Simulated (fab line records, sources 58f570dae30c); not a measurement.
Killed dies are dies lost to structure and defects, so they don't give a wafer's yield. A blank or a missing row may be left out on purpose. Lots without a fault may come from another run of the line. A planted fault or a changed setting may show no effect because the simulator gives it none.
Which tool did it? | flow berkeley_cmos170 | 14 lots, 42 wafers sampled, at 2 steps of a route of 331

WHAT THE GAUGES READ, wafer by wafer
UCB170_NWELL_THK_MEAS_05.
lot  | measured    | on            | NWELL_NITRIDE_THK (nm)
L315 | day 2 04:41 | film_metro-04 | 221.3 222.6 223.1
L316 | day 2 04:46 | film_metro-04 | 223.0 221.0 222.8
L317 | day 2 11:31 | film_metro-04 | 225.8 224.4 225.3
L319 | day 3 05:56 | film_metro-04 | 225.3 227.6 226.1
L320 | day 3 05:56 | film_metro-01 | 225.9 227.0 227.3
L321 | day 3 19:07 | film_metro-01 | 226.0 224.0 225.3
L323 | day 4 13:34 | film_metro-03 | 219.9 220.0 219.5
L324 | day 4 13:34 | film_metro-04 | 224.9 225.0 224.1
L325 | day 4 13:34 | film_metro-01 | 223.5 225.4 225.9
L327 | day 5 00:13 | film_metro-03 | 220.8 220.8 219.9
L329 | day 5 08:25 | film_metro-03 | 228.7 228.2 228.9
L330 | day 5 12:25 | film_metro-03 | 172.3 174.3 171.5 172.4 174.1 171.5
L331 | day 5 12:25 | film_metro-04 | 169.2 172.1 169.8 169.2 171.8 170.0
L338 | day 6 19:04 | film_metro-04 | 225.1 223.0 225.5

WHICH TOOL RAN EACH LOT (tool, then ch and the chambers of the sampled wafers, then the start)
lot  | UCB170_NWELL_CVD_04
L315 | lpcvd-01 ch 0, day 2 02:46
L316 | lpcvd-01 ch 0, day 2 02:46
L317 | lpcvd-01 ch 0, day 2 08:37
L319 | lpcvd-01 ch 1, day 3 04:01
L320 | lpcvd-01 ch 0, day 3 04:01
L321 | lpcvd-02 ch 1, day 3 17:10
L323 | lpcvd-01 ch 1, day 4 11:37
L324 | lpcvd-01 ch 0, day 4 11:37
L325 | lpcvd-01 ch 0, day 4 11:37
L327 | lpcvd-01 ch 0, day 4 22:17
L329 | lpcvd-02 ch 1, day 5 06:28
L330 | lpcvd-01 ch 0, day 5 10:28
L331 | lpcvd-01 ch 0, day 5 10:28
L338 | lpcvd-02 ch 1, day 6 17:07
- UCB170_NWELL_CVD_04: deposits Si3N4 from SiH2Cl2/NH3, target thk 224 nm, time 3360 s.

WHAT THE TOOLS THEMSELVES READ (means of the sampled wafers that have a number; where no wafer has one, the mark that the record gives instead)
UCB170_NWELL_CVD_04.
lot  | tool     | spike_tc_centre_C (C)
L315 | lpcvd-01 | 804.2
L316 | lpcvd-01 | 803.3
L317 | lpcvd-01 | 803.4
L319 | lpcvd-01 | 803.3
L320 | lpcvd-01 | 803.8
L321 | lpcvd-02 | 802.3
L323 | lpcvd-01 | 802.8
L324 | lpcvd-01 | 802.7
L325 | lpcvd-01 | 803.1
L327 | lpcvd-01 | 802.6
L329 | lpcvd-02 | 803.0
L330 | lpcvd-01 | 803.2
L331 | lpcvd-01 | 802.3
L338 | lpcvd-02 | 803.3

THE ANSWER, worked out from the rows above alone
Rule: what is usual is taken from the lots themselves. Put in order of their means at a reading, lots are off if they are a third of the lots or fewer, leave a main group of 4 or more, and stand apart from it by a gap of 3 or more times the standard deviation of the main group's means; of several such gaps the widest counts. A main group whose means are all the same, to the digits that the tables above print for the reading, isn't used. A lot without any number at a reading at which 4 lots or more have one is off too. The other lots that the step has rows for count as sound. The gauges are gone through in route order, then the tools' own readings, and for those a lot's mean is taken as printed above. The first step at which some lot is off is used, and at that step the reading that is off furthest; a lot without a number counts as furthest.
Off: L330, L331, at UCB170_NWELL_THK_MEAS_05 (NWELL_NITRIDE_THK). The main group: mean 224.2 nm, standard deviation 2.5.
A tool fits if, at a process step before that reading, it ran every lot that is off, and no sound lot after the first of them. The gauges at UCB170_NWELL_THK_MEAS_05 are tried like those tools. One fits: lpcvd-01 at UCB170_NWELL_CVD_04. Its last sound lot is L327 (day 4 22:17), its first lot that is off L330 (day 5 10:28): a fault that began between those two fits.

WHAT THE SIMULATOR HAD PUT IN
Site profile drift: lpcvd-01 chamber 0, from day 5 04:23 on, at UCB170_NWELL_CVD_04. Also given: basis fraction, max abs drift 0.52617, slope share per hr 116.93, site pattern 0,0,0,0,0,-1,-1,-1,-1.
Lots struck among those shown: L330, L331. The rule above found the same.
